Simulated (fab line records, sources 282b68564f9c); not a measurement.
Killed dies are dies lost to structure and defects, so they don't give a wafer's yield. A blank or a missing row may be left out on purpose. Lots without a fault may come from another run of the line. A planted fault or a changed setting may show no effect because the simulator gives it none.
Which tool did it? | flow rit_cmos | 13 lots, 39 wafers sampled, at 2 steps of a route of 202

WHAT THE GAUGES READ, wafer by wafer
The record holds no reading of a measuring or inspecting step that can be judged against a usual standard deviation.

WHICH TOOL RAN EACH LOT (tool, then ch and the chambers of the sampled wafers, then the start)
lot  | RIT_CONTACT_ETCH_11               | RIT_M1_PROBE_99
L560 | rie_diel-04 ch 0,1, day 4 05:05   | prober-02, day 4 10:00
L561 | rie_diel-04 ch 1,2,3, day 4 23:08 | prober-02, day 5 05:58
L562 | rie_diel-01 ch 0,2,3, day 4 23:14 | prober-01, day 5 04:25
L563 | rie_diel-01 ch 0,2,3, day 5 11:36 | prober-02, day 5 18:20
L565 | rie_diel-03 ch 0,2,3, day 5 11:44 | prober-01, day 5 16:46
L567 | rie_diel-03 ch 0,2,3, day 6 01:24 | prober-01, day 6 08:16
L568 | rie_diel-04 ch 0,1,2, day 6 01:33 | prober-02, day 6 08:34
L570 | rie_diel-01 ch 0,2,3, day 6 11:41 | prober-02, day 6 17:26
L573 | rie_diel-01 ch 1,2,3, day 6 20:30 | prober-02, day 7 03:16
L571 | rie_diel-04 ch 0,1,3, day 6 20:43 | prober-01, day 7 01:40
L578 | rie_diel-01 ch 0,3, day 7 14:26   | prober-02, day 7 19:31
L581 | rie_diel-04 ch 2,3, day 8 01:50   | prober-01, day 8 06:48
L582 | rie_diel-03 ch 0,1,3, day 8 04:38 | prober-02, day 8 09:31
- RIT_CONTACT_ETCH_11: etches SiO2 in CHF3/CF4/Ar, stops on TiSi2, target depth 480 nm, time 320 s.
- RIT_M1_PROBE_99

WHAT THE TOOLS THEMSELVES READ (means of the sampled wafers that have a number; where no wafer has one, the mark that the record gives instead)
RIT_CONTACT_ETCH_11. Usual: drypump_motor_current_A 5.9 A, standard deviation 0.53; oes_product_au 0.991 a.u., standard deviation 0.011; rf_fwd_power_W 199.5 W, standard deviation 0.61; throttle_valve_pct 8.89 %, standard deviation 0.15.
lot  | tool        | drypump_motor_current_A (A) | oes_product_au (a.u.) | rf_fwd_power_W (W) | throttle_valve_pct (%) | flag
L560 | rie_diel-04 | 6.5                         | 0.993                 | 199.8              | 8.96                   |
L561 | rie_diel-04 | 5.6                         | 1.007                 | 199.7              | 8.79                   |
L562 | rie_diel-01 | 5.9                         | 0.986                 | 199.3              | 8.89                   |
L563 | rie_diel-01 | 5.9                         | 0.985                 | 200.0              | 8.90                   |
L565 | rie_diel-03 | 5.9                         | 0.985                 | 199.5              | 9.00                   |
L567 | rie_diel-03 | 5.9                         | 0.992                 | 199.7              | 9.02                   |
L568 | rie_diel-04 | 6.0                         | 0.995                 | 199.4              | 8.93                   |
L570 | rie_diel-01 | 5.9                         | 0.979                 | 198.8              | 8.90                   |
L573 | rie_diel-01 | 5.7                         | 0.985                 | 199.5              | 8.86                   |
L571 | rie_diel-04 | 6.0                         | 0.993                 | 199.4              | 8.84                   |
L578 | rie_diel-01 | 6.3                         | 0.980                 | 198.9              | 8.90                   |
L581 | rie_diel-04 | 5.2                         | 0.997                 | 199.2              | 8.70                   |
L582 | rie_diel-03 | 6.0                         | 0.991                 | 199.4              | 8.95                   |

RIT_M1_PROBE_99. Usual: killed_at_contacts 0.1, standard deviation 0.25; killed_at_front_end 7, standard deviation 3.1; killed_dies 7, standard deviation 3.2; killed_open 3.3, standard deviation 2; killed_short 3.5, standard deviation 2.
lot  | tool      | killed_at_contacts | killed_at_front_end | killed_dies | killed_open | killed_short | flag
L560 | prober-02 | 0.0                | 7                   | 7           | 3.3         | 3.7          |
L561 | prober-02 | 0.0                | 7                   | 7           | 3.7         | 3.3          |
L562 | prober-01 | 0.0                | 7                   | 7           | 4.3         | 3.0          |
L563 | prober-02 | 0.3                | 5                   | 5           | 2.3         | 3.0          |
L565 | prober-01 | 0.0                | 6                   | 6           | 3.0         | 3.0          |
L567 | prober-01 | 0.0                | 7                   | 7           | 3.3         | 3.3          |
L568 | prober-02 | 0.0                | 10                  | 10          | 4.0         | 6.3          |
L570 | prober-02 | 0.0                | 7                   | 7           | 4.3         | 2.3          |
L573 | prober-02 | 0.3                | 4                   | 4           | 1.3         | 2.7          |
L571 | prober-01 | 0.0                | 4                   | 4           | 2.3         | 2.0          |
L578 | prober-02 | 0.0                | 7                   | 7           | 3.0         | 4.0          |
L581 | prober-01 | 0.0                | 5                   | 5           | 3.0         | 2.3          |
L582 | prober-02 | 0.0                | 8                   | 8           | 3.0         | 5.3          |

THE ANSWER, worked out from the rows above alone
Rule: a lot is off if the mean of its wafers that have a number lies more than 3 standard deviations from the usual mean. A lot without any number at a reading at which 4 lots or more have one is off too. The other lots that the step has rows for count as sound. The gauges are gone through in route order, then the tools' own readings, and for those a lot's mean is taken as printed above. The first step at which some lot is off is used, and at that step the reading that is off furthest; a lot without a number counts as furthest.
No lot is off at any reading shown: from this, nothing can be told.

WHAT THE SIMULATOR HAD PUT IN
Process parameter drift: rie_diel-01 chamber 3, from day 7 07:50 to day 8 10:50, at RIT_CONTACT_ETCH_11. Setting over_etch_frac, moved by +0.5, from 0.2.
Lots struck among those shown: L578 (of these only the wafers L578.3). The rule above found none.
